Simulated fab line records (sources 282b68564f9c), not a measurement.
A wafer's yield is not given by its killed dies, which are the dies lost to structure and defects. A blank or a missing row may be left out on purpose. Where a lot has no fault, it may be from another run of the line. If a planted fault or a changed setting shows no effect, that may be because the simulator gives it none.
Tool commonality check || flow rit-cmos || Sample size 15 lots and 45 wafers

== REASON FOR OPENING ==
Of 15 lots, 3 have the reading PWELL_RS flagged at RIT_WELLDRIVE_RS_MEAS_02. Fault-free wafers read 429.2 ohm/sq, with a standard deviation of 1.7.
Rule: a lot is flagged in two cases, either no wafer of it has a number, or all its wafers with numbers fall more than 4 standard deviations from that mean. The rest of the lots are taken to be sound.

{"lot": "L679", "measured": "day 2 12:56", "on": "film-metro-04", "PWELL_RS (ohm/sq), wafer by wafer": "430.6 431.0 432.9", "flag": ""}
{"lot": "L680", "measured": "day 2 14:56", "on": "film-metro-04", "PWELL_RS (ohm/sq), wafer by wafer": "431.4 429.9 431.3", "flag": ""}
{"lot": "L682", "measured": "day 2 20:35", "on": "film-metro-04", "PWELL_RS (ohm/sq), wafer by wafer": "431.4 430.9 430.2", "flag": ""}
{"lot": "L684", "measured": "day 3 06:52", "on": "film-metro-02", "PWELL_RS (ohm/sq), wafer by wafer": "426.9 427.4 427.4", "flag": ""}
{"lot": "L685", "measured": "day 3 11:55", "on": "film-metro-03", "PWELL_RS (ohm/sq), wafer by wafer": "427.0 427.7 426.7", "flag": ""}
{"lot": "L688", "measured": "day 4 01:17", "on": "film-metro-03", "PWELL_RS (ohm/sq), wafer by wafer": "431.5 431.3 430.6", "flag": ""}
{"lot": "L689", "measured": "day 4 06:22", "on": "film-metro-03", "PWELL_RS (ohm/sq), wafer by wafer": "428.7 428.5 429.9", "flag": ""}
{"lot": "L691", "measured": "day 4 16:56", "on": "film-metro-03", "PWELL_RS (ohm/sq), wafer by wafer": "430.5 427.9 427.8", "flag": ""}
{"lot": "L693", "measured": "day 5 02:01", "on": "film-metro-04", "PWELL_RS (ohm/sq), wafer by wafer": "429.3 429.2 428.9", "flag": ""}
{"lot": "L695", "measured": "day 5 11:51", "on": "film-metro-03", "PWELL_RS (ohm/sq), wafer by wafer": "415.6 414.5 414.1", "flag": "FLAGGED"}
{"lot": "L696", "measured": "day 5 16:59", "on": "film-metro-03", "PWELL_RS (ohm/sq), wafer by wafer": "413.6 413.0 412.6", "flag": "FLAGGED"}
{"lot": "L697", "measured": "day 5 22:01", "on": "film-metro-04", "PWELL_RS (ohm/sq), wafer by wafer": "414.2 414.2 414.5", "flag": "FLAGGED"}
{"lot": "L700", "measured": "day 6 13:16", "on": "film-metro-02", "PWELL_RS (ohm/sq), wafer by wafer": "426.9 427.8 427.8", "flag": ""}
{"lot": "L701", "measured": "day 6 18:21", "on": "film-metro-04", "PWELL_RS (ohm/sq), wafer by wafer": "431.5 430.9 430.3", "flag": ""}
{"lot": "L702", "measured": "day 6 23:26", "on": "film-metro-04", "PWELL_RS (ohm/sq), wafer by wafer": "431.1 428.9 430.9", "flag": ""}
The mean of the flagged lots' numbers is 414.0 ohm/sq, -15.2 ohm/sq from the usual (-9 standard deviations).

== WHICH TOOL RAN EACH LOT ==
The record holds 2 process steps before the reading, out of a route of 202 steps. Every cell lists first the tool, next ch and the chambers used by the sampled wafers, and last the start.
{"lot": "L679", "flag": "", "RIT_ACTIVE_STRIP_14": "plasma-asher-02 ch 0,1, day 1 15:00", "RIT_PWELL_IMPLANT_08": "implanter-04 ch 0, day 2 07:21"}
{"lot": "L680", "flag": "", "RIT_ACTIVE_STRIP_14": "plasma-asher-02 ch 0,1, day 1 21:16", "RIT_PWELL_IMPLANT_08": "implanter-02 ch 0, day 2 08:43"}
{"lot": "L682", "flag": "", "RIT_ACTIVE_STRIP_14": "plasma-asher-01 ch 0,1, day 2 06:55", "RIT_PWELL_IMPLANT_08": "implanter-04 ch 0, day 2 14:59"}
{"lot": "L684", "flag": "", "RIT_ACTIVE_STRIP_14": "plasma-asher-03 ch 0,1, day 2 16:50", "RIT_PWELL_IMPLANT_08": "implanter-02 ch 0, day 3 00:43"}
{"lot": "L685", "flag": "", "RIT_ACTIVE_STRIP_14": "plasma-asher-02 ch 0,1, day 2 20:52", "RIT_PWELL_IMPLANT_08": "implanter-02 ch 0, day 3 04:58"}
{"lot": "L688", "flag": "", "RIT_ACTIVE_STRIP_14": "plasma-asher-01 ch 0,1, day 3 11:50", "RIT_PWELL_IMPLANT_08": "implanter-02 ch 0, day 3 19:10"}
{"lot": "L689", "flag": "", "RIT_ACTIVE_STRIP_14": "plasma-asher-03 ch 0,1, day 3 17:22", "RIT_PWELL_IMPLANT_08": "implanter-04 ch 0, day 4 00:40"}
{"lot": "L691", "flag": "", "RIT_ACTIVE_STRIP_14": "plasma-asher-02 ch 0,1, day 4 02:50", "RIT_PWELL_IMPLANT_08": "implanter-01 ch 0, day 4 10:16"}
{"lot": "L693", "flag": "", "RIT_ACTIVE_STRIP_14": "plasma-asher-02 ch 1, day 4 12:50", "RIT_PWELL_IMPLANT_08": "implanter-02 ch 0, day 4 20:26"}
{"lot": "L695", "flag": "FLAGGED", "RIT_ACTIVE_STRIP_14": "plasma-asher-03 ch 0,1, day 4 23:02", "RIT_PWELL_IMPLANT_08": "implanter-02 ch 0, day 5 06:10"}
{"lot": "L696", "flag": "FLAGGED", "RIT_ACTIVE_STRIP_14": "plasma-asher-03 ch 0,1, day 5 04:08", "RIT_PWELL_IMPLANT_08": "implanter-02 ch 0, day 5 11:24"}
{"lot": "L697", "flag": "FLAGGED", "RIT_ACTIVE_STRIP_14": "plasma-asher-02 ch 0,1, day 5 08:58", "RIT_PWELL_IMPLANT_08": "implanter-02 ch 0, day 5 16:22"}
{"lot": "L700", "flag": "", "RIT_ACTIVE_STRIP_14": "plasma-asher-03 ch 0,1, day 5 23:50", "RIT_PWELL_IMPLANT_08": "implanter-01 ch 0, day 6 07:17"}
{"lot": "L701", "flag": "", "RIT_ACTIVE_STRIP_14": "plasma-asher-03 ch 0,1, day 6 04:55", "RIT_PWELL_IMPLANT_08": "implanter-04 ch 0, day 6 12:23"}
{"lot": "L702", "flag": "", "RIT_ACTIVE_STRIP_14": "plasma-asher-03 ch 0,1, day 6 09:50", "RIT_PWELL_IMPLANT_08": "implanter-04 ch 0, day 6 17:06"}
What these steps do:
- RIT_ACTIVE_STRIP_14: strips in O2, time 180 s.
- RIT_PWELL_IMPLANT_08
- RIT_WELLDRIVE_RS_MEAS_02: measures by four-point-probe.

== FLAGGED OVER TOTAL, TOOL BY TOOL (the gauges that took the reading come last) ==
{"step": "RIT_ACTIVE_STRIP_14", "tool": "plasma-asher-01", "lots run": 2, "flagged": 0, "share of the flagged lots": "none", "sound lots run after its first flagged lot": "-"}
{"step": "RIT_ACTIVE_STRIP_14", "tool": "plasma-asher-02", "lots run": 6, "flagged": 1, "share of the flagged lots": "some", "sound lots run after its first flagged lot": 0}
{"step": "RIT_ACTIVE_STRIP_14", "tool": "plasma-asher-03", "lots run": 7, "flagged": 2, "share of the flagged lots": "some", "sound lots run after its first flagged lot": "3 (L700,L701,L702)"}
{"step": "RIT_PWELL_IMPLANT_08", "tool": "implanter-01", "lots run": 2, "flagged": 0, "share of the flagged lots": "none", "sound lots run after its first flagged lot": "-"}
{"step": "RIT_PWELL_IMPLANT_08", "tool": "implanter-02", "lots run": 8, "flagged": 3, "share of the flagged lots": "all", "sound lots run after its first flagged lot": 0}
{"step": "RIT_PWELL_IMPLANT_08", "tool": "implanter-04", "lots run": 5, "flagged": 0, "share of the flagged lots": "none", "sound lots run after its first flagged lot": "-"}
{"step": "RIT_WELLDRIVE_RS_MEAS_02", "tool": "film-metro-02", "lots run": 2, "flagged": 0, "share of the flagged lots": "none", "sound lots run after its first flagged lot": "-"}
{"step": "RIT_WELLDRIVE_RS_MEAS_02", "tool": "film-metro-03", "lots run": 6, "flagged": 2, "share of the flagged lots": "some", "sound lots run after its first flagged lot": 0}
{"step": "RIT_WELLDRIVE_RS_MEAS_02", "tool": "film-metro-04", "lots run": 7, "flagged": 1, "share of the flagged lots": "some", "sound lots run after its first flagged lot": "2 (L701,L702)"}

== WHAT IS ALLOWED BY THE TABLE ==
Rows of the table that ran each flagged lot: 1, that is implanter-02 at RIT_PWELL_IMPLANT_08.
- implanter-02 at RIT_PWELL_IMPLANT_08 ran 8 lots, 3 of them flagged. It ran its last sound lot, L693, at day 4 20:26 and its first flagged lot, L695, at day 5 06:10: a fault with its onset between the two fits. Its own readings (dose-ions-cm2) fall more than 4 standard deviations out on all wafers of the flagged lots.
One tool is left: implanter-02 at RIT_PWELL_IMPLANT_08.

== WHAT THE SIMULATOR HAD INSERTED ==
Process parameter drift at RIT_PWELL_IMPLANT_08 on implanter-02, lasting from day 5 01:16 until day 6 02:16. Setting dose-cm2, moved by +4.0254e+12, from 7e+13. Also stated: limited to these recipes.
Struck lots among those shown: L695, L696, L697. The rule above reached the same finding.
